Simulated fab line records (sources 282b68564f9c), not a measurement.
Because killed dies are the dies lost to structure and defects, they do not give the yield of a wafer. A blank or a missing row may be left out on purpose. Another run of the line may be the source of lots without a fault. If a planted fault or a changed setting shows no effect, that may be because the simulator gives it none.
Commonality check across tools ; flow rit_cmos ; 14 lots and 42 wafers in the sample

## WHY IT WAS OPENED
At RIT_M1_CD_MEAS_90 the reading cd_nm is flagged on 2 of 14 lots. Wafers without a fault read 2601.8 nm, standard deviation 2.6.
Rule: a lot is flagged in two cases, either no wafer of it has a number, or all its wafers with numbers fall more than 4 standard deviations from that mean. All remaining lots are regarded as sound.

lot;measured;on;cd_nm (nm), wafer by wafer;flag
L270;day 3 12:43;cd_sem-01;2606.0 2602.7 2603.1;
L271;day 3 16:52;cd_sem-01;2598.9 2603.5 2602.2;
L272;day 3 22:23;cd_sem-02;2598.9 2599.2 2600.1;
L274;day 4 15:13;cd_sem-02;2604.4 2603.0 2604.2;
L275;day 4 20:43;cd_sem-01;2602.7 2601.1 2599.0;
L276;day 4 20:54;cd_sem-02;2596.7 2600.7 2599.4;
L277;day 5 01:04;cd_sem-02;2603.3 2602.7 2607.2;
L278;day 5 08:53;cd_sem-01;2604.1 2604.4 2604.6;
L280;day 5 18:29;cd_sem-02;2603.2 2601.8 2603.1;
L286;day 6 20:09;cd_sem-02;2618.5 2615.1 2614.5;FLAGGED
L288;day 7 07:10;cd_sem-02;2618.6 2613.3 2617.5;FLAGGED
L289;day 7 10:44;cd_sem-01;2601.3 2601.3 2600.9;
L290;day 7 16:47;cd_sem-02;2603.9 2603.4 2601.5;
L292;day 8 02:39;cd_sem-02;2600.5 2602.0 2601.3;
The mean of the flagged lots' numbers is 2616.2 nm, +14.4 nm from the usual (+6 standard deviations).

## TOOL THAT RAN EACH LOT
The record keeps 1 process step preceding the reading, out of 202 steps on the route. Each cell gives the tool, then ch followed by the chambers the sampled wafers passed through, then the start.
lot;flag;RIT_M1_METAL_ETCH_12
L270;;rie_metal-01 ch 0,1, day 3 12:12
L271;;rie_metal-03 ch 0,1, day 3 16:22
L272;;rie_metal-02 ch 0,1, day 3 21:52
L274;;rie_metal-03 ch 0,1, day 4 14:41
L275;;rie_metal-02 ch 0,1, day 4 20:09
L276;;rie_metal-01 ch 0,1, day 4 20:22
L277;;rie_metal-03 ch 0,1, day 5 00:32
L278;;rie_metal-02 ch 1, day 5 08:22
L280;;rie_metal-03 ch 0, day 5 17:59
L286;FLAGGED;rie_metal-03 ch 0,1, day 6 19:38
L288;FLAGGED;rie_metal-03 ch 0,1, day 7 06:38
L289;;rie_metal-02 ch 0,1, day 7 10:14
L290;;rie_metal-01 ch 1, day 7 16:15
L292;;rie_metal-02 ch 0,1, day 8 02:07
What the steps here do:
- RIT_M1_METAL_ETCH_12: etches Al in Cl2/BCl3, stops on SiO2, time 165 s, target depth 600 nm.
- RIT_M1_CD_MEAS_90: target cd 2600 nm.

## FLAGGED AGAINST TOTAL, ONE TOOL AT A TIME (gauges that did the reading follow at the end)
step;tool;lots run;flagged;share of the flagged lots;sound lots run after its first flagged lot
RIT_M1_METAL_ETCH_12;rie_metal-01;3;0;none;-
RIT_M1_METAL_ETCH_12;rie_metal-02;5;0;none;-
RIT_M1_METAL_ETCH_12;rie_metal-03;6;2;all;0
RIT_M1_CD_MEAS_90;cd_sem-01;5;0;none;-
RIT_M1_CD_MEAS_90;cd_sem-02;9;2;all;2 (L290,L292)

## WHAT THE TABLE ALLOWS
2 rows of the table ran every flagged lot: rie_metal-03 at RIT_M1_METAL_ETCH_12, cd_sem-02 at RIT_M1_CD_MEAS_90.
- rie_metal-03 at RIT_M1_METAL_ETCH_12: 2 of its 6 lots flagged. Last sound lot L280 at day 5 17:59, first flagged lot L286 at day 6 19:38; a fault beginning in between fits. Its own readings (oes_product_au, run_length_s) fall more than 4 standard deviations out on all wafers of the flagged lots.
- cd_sem-02 at RIT_M1_CD_MEAS_90: 2 of its 9 lots flagged. After the first flagged lot (L290, L292), sound lots still ran on it; a lasting fault on the whole tool would not permit that.
rie_metal-03 at RIT_M1_METAL_ETCH_12 is the single tool remaining.

## WHAT HAD BEEN PUT IN BY THE SIMULATOR
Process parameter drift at RIT_M1_METAL_ETCH_12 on rie_metal-03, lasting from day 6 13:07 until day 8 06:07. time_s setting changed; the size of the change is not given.
Lots struck among those shown: L286, L288. The rule above found the same.
